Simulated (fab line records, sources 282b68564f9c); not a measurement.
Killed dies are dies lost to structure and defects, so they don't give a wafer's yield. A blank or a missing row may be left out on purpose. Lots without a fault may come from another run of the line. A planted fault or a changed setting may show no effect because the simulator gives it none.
Which tool did it? | flow rit_cmos | 15 lots, 45 wafers sampled, at 4 steps of a route of 202

WHAT THE GAUGES READ, wafer by wafer
RIT_ACTIVE_CD_MEAS_11: target cd 1400 nm. Usual: cd_nm 1399.9 nm, standard deviation 2.1.
lot  | measured    | on        | cd_nm (nm)           | flag
L547 | day 1 14:28 | cd_sem-02 | 1399.4 1399.9 1399.9 |
L549 | day 2 00:28 | cd_sem-02 | 1394.1 1393.9 1393.8 |
L550 | day 2 05:35 | cd_sem-02 | 1401.9 1400.0 1400.6 |
L551 | day 2 10:34 | cd_sem-02 | 1399.3 1401.6 1400.1 |
L552 | day 2 15:29 | cd_sem-02 | 1402.8 1403.4 1401.8 |
L553 | day 2 20:37 | cd_sem-02 | 1398.0 1400.0 1399.6 |
L557 | day 3 17:09 | cd_sem-02 | 1402.9 1400.7 1400.5 |
L559 | day 4 02:34 | cd_sem-02 | 1403.3 1402.7 1401.6 |
L564 | day 5 04:32 | cd_sem-02 | 1398.6 1396.4 1397.2 |
L565 | day 5 08:26 | cd_sem-02 | 1400.5 1396.8 1398.5 |
L566 | day 5 13:58 | cd_sem-02 | 1400.0 1400.5 1400.6 |
L567 | day 5 18:40 | cd_sem-02 | 1399.7 1399.0 1401.6 |
L568 | day 5 23:49 | cd_sem-02 | 1399.4 1397.8 1401.2 |
L569 | day 6 04:41 | cd_sem-01 | 1401.1 1402.6 1401.2 |
L570 | day 6 09:37 | cd_sem-01 | 1399.2 1401.2 1397.1 |

RIT_PLDD_OVL_MEAS_06. Usual: PLDD_OVL 0.2 nm, standard deviation 1.1.
lot  | measured    | on         | PLDD_OVL (nm) | flag
L547 | day 2 21:55 | overlay-02 | -0.1 -0.2 1.1 |
L549 | day 3 10:26 | overlay-02 | -0.4 0.2 0.3  |
L550 | day 3 10:33 | overlay-01 | 0.8 2.0 0.1   |
L551 | day 3 23:51 | overlay-01 | 0.0 -0.9 -1.3 |
L552 | day 3 23:55 | overlay-01 | 0.5 -0.8 1.7  |
L553 | day 4 01:11 | overlay-01 | 0.3 1.0 0.2   |
L557 | day 4 22:25 | overlay-01 | 2.8 1.7 1.6   |
L559 | day 5 09:01 | overlay-01 | 0.8 0.0 0.4   |
L564 | day 6 08:46 | overlay-02 | -1.1 0.6 -0.9 |
L565 | day 6 12:08 | overlay-01 | -0.6 0.3 0.2  |
L566 | day 6 20:38 | overlay-01 | 0.5 0.3 2.4   |
L567 | day 7 00:25 | overlay-01 | 0.5 2.1 0.7   |
L568 | day 7 04:50 | overlay-02 | 1.1 0.0 -0.2  |
L569 | day 7 10:16 | overlay-02 | 0.6 -0.4 -0.3 |
L570 | day 7 15:08 | overlay-02 | 0.7 1.3 1.9   |

RIT_M1_RS_MEAS_01: measures by four-point-probe. Usual: M1_AL_RS 0.0733 ohm/sq, standard deviation 0.00099.
lot  | measured    | on            | M1_AL_RS (ohm/sq)    | flag
L547 | day 3 08:20 | film_metro-02 | 0.0742 0.0739 0.0744 |
L549 | day 3 20:37 | film_metro-03 | 0.0724 0.0720 0.0717 |
L550 | day 3 21:08 | film_metro-04 | 0.0752 0.0745 0.0742 |
L551 | day 4 10:14 | film_metro-02 | 0.0731 0.0733 0.0731 |
L552 | day 4 11:14 | film_metro-03 | 0.0722 0.0721 0.0725 |
L553 | day 4 12:46 | film_metro-03 | 0.0745 0.0758 0.0742 |
L557 | day 5 08:41 | film_metro-03 | 0.0741 0.0745 0.0741 |
L559 | day 5 20:23 | film_metro-04 | 0.0728 0.0722 0.0727 |
L564 | day 6 18:47 | film_metro-02 | 0.0726 0.0741 0.0732 |
L565 | day 6 22:37 | film_metro-02 | 0.0722 0.0720 0.0723 |
L566 | day 7 06:52 | film_metro-03 | 0.0730 0.0715 0.0721 |
L567 | day 7 10:49 | film_metro-02 | 0.0732 0.0731 0.0725 |
L568 | day 7 15:48 | film_metro-02 | 0.0733 0.0728 0.0731 |
L569 | day 7 21:19 | film_metro-03 | 0.0737 0.0742 0.0737 |
L570 | day 8 01:17 | film_metro-02 | 0.0729 0.0736 0.0734 |

WHICH TOOL RAN EACH LOT (tool, then ch and the chambers of the sampled wafers, then the start)
lot  | RIT_SDANNEAL_RTA_03
L547 | rtp_anneal-01 ch 0, day 3 04:43
L549 | rtp_anneal-01 ch 0, day 3 16:59
L550 | rtp_anneal-02 ch 0, day 3 17:24
L551 | rtp_anneal-01 ch 0, day 4 06:16
L552 | rtp_anneal-02 ch 0, day 4 07:07
L553 | rtp_anneal-01 ch 0, day 4 09:03
L557 | rtp_anneal-01 ch 0, day 5 04:50
L559 | rtp_anneal-01 ch 0, day 5 15:47
L564 | rtp_anneal-02 ch 0, day 6 15:05
L565 | rtp_anneal-01 ch 0, day 6 19:03
L566 | rtp_anneal-02 ch 0, day 7 03:09
L567 | rtp_anneal-01 ch 0, day 7 07:07
L568 | rtp_anneal-02 ch 0, day 7 12:05
L569 | rtp_anneal-01 ch 0, day 7 17:43
L570 | rtp_anneal-02 ch 0, day 7 21:41
- RIT_SDANNEAL_RTA_03: time 5 s.

WHAT THE TOOLS THEMSELVES READ (means of the sampled wafers that have a number; where no wafer has one, the mark that the record gives instead)
RIT_SDANNEAL_RTA_03. Usual: wafer_temp_C_max 1053.3, standard deviation 0.96.
lot  | tool          | wafer_temp_C_max | flag
L547 | rtp_anneal-01 | 1053.6           |
L549 | rtp_anneal-01 | 1054.8           |
L550 | rtp_anneal-02 | 1053.6           |
L551 | rtp_anneal-01 | 1052.4           |
L552 | rtp_anneal-02 | 1052.8           |
L553 | rtp_anneal-01 | 1053.7           |
L557 | rtp_anneal-01 | 1052.8           |
L559 | rtp_anneal-01 | 1053.5           |
L564 | rtp_anneal-02 | 1052.4           |
L565 | rtp_anneal-01 | 1053.0           |
L566 | rtp_anneal-02 | 1053.3           |
L567 | rtp_anneal-01 | 1053.2           |
L568 | rtp_anneal-02 | 1053.4           |
L569 | rtp_anneal-01 | 1052.7           |
L570 | rtp_anneal-02 | 1054.0           |

THE ANSWER, worked out from the rows above alone
Rule: a lot is off if the mean of its wafers that have a number lies more than 3 standard deviations from the usual mean. A lot without any number at a reading at which 4 lots or more have one is off too. The other lots that the step has rows for count as sound. The gauges are gone through in route order, then the tools' own readings, and for those a lot's mean is taken as printed above. The first step at which some lot is off is used, and at that step the reading that is off furthest; a lot without a number counts as furthest.
No lot is off at any reading shown: from this, nothing can be told.

WHAT THE SIMULATOR HAD PUT IN
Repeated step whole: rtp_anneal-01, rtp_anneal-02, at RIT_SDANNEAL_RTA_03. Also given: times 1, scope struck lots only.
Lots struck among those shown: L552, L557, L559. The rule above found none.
